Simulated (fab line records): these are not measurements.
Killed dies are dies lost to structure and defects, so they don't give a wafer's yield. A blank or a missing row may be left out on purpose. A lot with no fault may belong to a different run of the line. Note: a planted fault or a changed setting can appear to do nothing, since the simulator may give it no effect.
Chamber matching -- flow berkeley-cmos170 -- UCB170_V2_CVD_00 on pecvd-02: 3 sister chambers
The step deposits SiO2 from TEOS/O2, target thk 2000 nm, time 250 s. 16 wafers are shown with their chamber, then 8 later ones without.

WAFERS WITH THEIR CHAMBER
wafer,chamber,heater-power-w (W),rf-fwd-power-W (W)
L879.3,0,313,547.1
L879.4,0,222,547.4
L879.6,1,262,545.7
L887.2,1,338,550.3
L887.5,1,258,550.2
L887.6,2,363,549.9
L889.3,2,334,551.2
L889.4,1,357,549.0
L889.6,2,264,549.5
L893.2,0,268,547.2
L893.5,2,253,546.7
L893.6,0,222,547.6
L894.1,1,316,547.2
L894.2,2,340,547.3
L894.6,0,315,548.5
L895.1,2,300,547.9

SIGNATURES (averages over the wafers above)
reading,chamber 0,chamber 1,chamber 2,scatter within a chamber
heater-power-w,268.00,306.20,309.00,44.9
rf-fwd-power-W,547.560,548.480,548.750,1.57
Rule: a wafer lies at a distance from a chamber equal to the root of the sum of squares, over the readings, of (its reading less the chamber's mean, divided by the reading's scatter). If the next closest chamber is less than 2 further off than the closest, the wafer can't be placed; otherwise it belongs to the closest. How the scatter is found: for the shown wafers, subtract from each reading the mean of its chamber, square and add these, divide the total by (wafers less chambers), then take the root.

WAFERS MISSING THEIR CHAMBER
wafer,heater-power-w (W),rf-fwd-power-W (W)
L895.3,306,549.5
L895.4,361,549.8
L897.3,283,548.8
L897.4,260,548.4
L897.5,253,550.0
L899.4,256,549.2
L899.5,227,550.0
L899.6,256,547.6

WHICH CHAMBER EACH ONE RAN IN
wafer,from the rows above,in truth
L895.3,can't be placed: 2 or 1 or 0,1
L895.4,can't be placed: 2 or 1 or 0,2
L897.3,can't be placed: 1 or 2 or 0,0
L897.4,can't be placed: 0 or 1 or 2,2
L897.5,can't be placed: 2 or 1 or 0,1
L899.4,can't be placed: 0 or 1 or 2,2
L899.5,can't be placed: 0 or 2 or 1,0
L899.6,can't be placed: 0 or 1 or 2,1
Placed correctly: 0 of 8. Cannot be placed on the basis of these rows: 8; the candidates contain the true chamber in 8. Number placed wrongly: 0.
